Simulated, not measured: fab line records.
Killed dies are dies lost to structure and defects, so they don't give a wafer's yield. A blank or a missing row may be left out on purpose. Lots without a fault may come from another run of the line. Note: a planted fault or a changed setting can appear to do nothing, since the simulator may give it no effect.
Matching of chambers	flow berkeley cmos170	3 sister chambers for UCB170_SPACER_CVD_00 on pecvd-03
The step deposits SiO2 from TEOS/O2, target thk 376 nm, time 47 s. 14 wafers are shown with their chamber, then 7 later ones without.

== WAFERS PAIRED WITH THEIR CHAMBERS ==
wafer	chamber	heater power w (W)
L105.1	1	163
L105.2	2	196
L105.3	0	229
L104.1	0	265
L104.3	1	166
L104.6	2	256
L106.1	1	158
L106.5	0	295
L106.6	1	182
L112.4	0	272
L112.5	2	222
L112.6	1	178
L114.1	1	166
L114.2	0	273

SIGNATURES (averages over the wafers above)
reading	chamber 0	chamber 1	chamber 2	scatter within a chamber
heater power w	266.80	168.83	224.67	20.3
Rule: a wafer lies at a distance from a chamber equal to the root of the sum of squares, over the readings, of (its reading less the chamber's mean, divided by the reading's scatter). The wafer belongs to the nearest chamber; if the next one is less than 2 further off, it can't be placed. The scatter is the square root of a quotient: the sum, over the shown wafers, of each reading's squared deviation from its chamber's mean, divided by wafers minus chambers.

== WAFERS WHOSE CHAMBER IS MISSING ==
wafer	heater power w (W)
L114.5	178
L126.2	206
L126.3	225
L126.6	220
L125.2	186
L125.5	220
L125.6	207

== THE CHAMBER EACH PASSED THROUGH ==
wafer	from the rows above	in truth
L114.5	can't be placed: 1 or 2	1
L126.2	can't be placed: 2 or 1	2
L126.3	2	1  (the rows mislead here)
L126.6	2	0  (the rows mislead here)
L125.2	can't be placed: 1 or 2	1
L125.5	2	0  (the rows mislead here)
L125.6	can't be placed: 2 or 1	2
Correctly placed: 0 of 7. From these rows, 4 cannot be placed; in 4 the true chamber is one of the candidates. Number placed wrongly: 3.
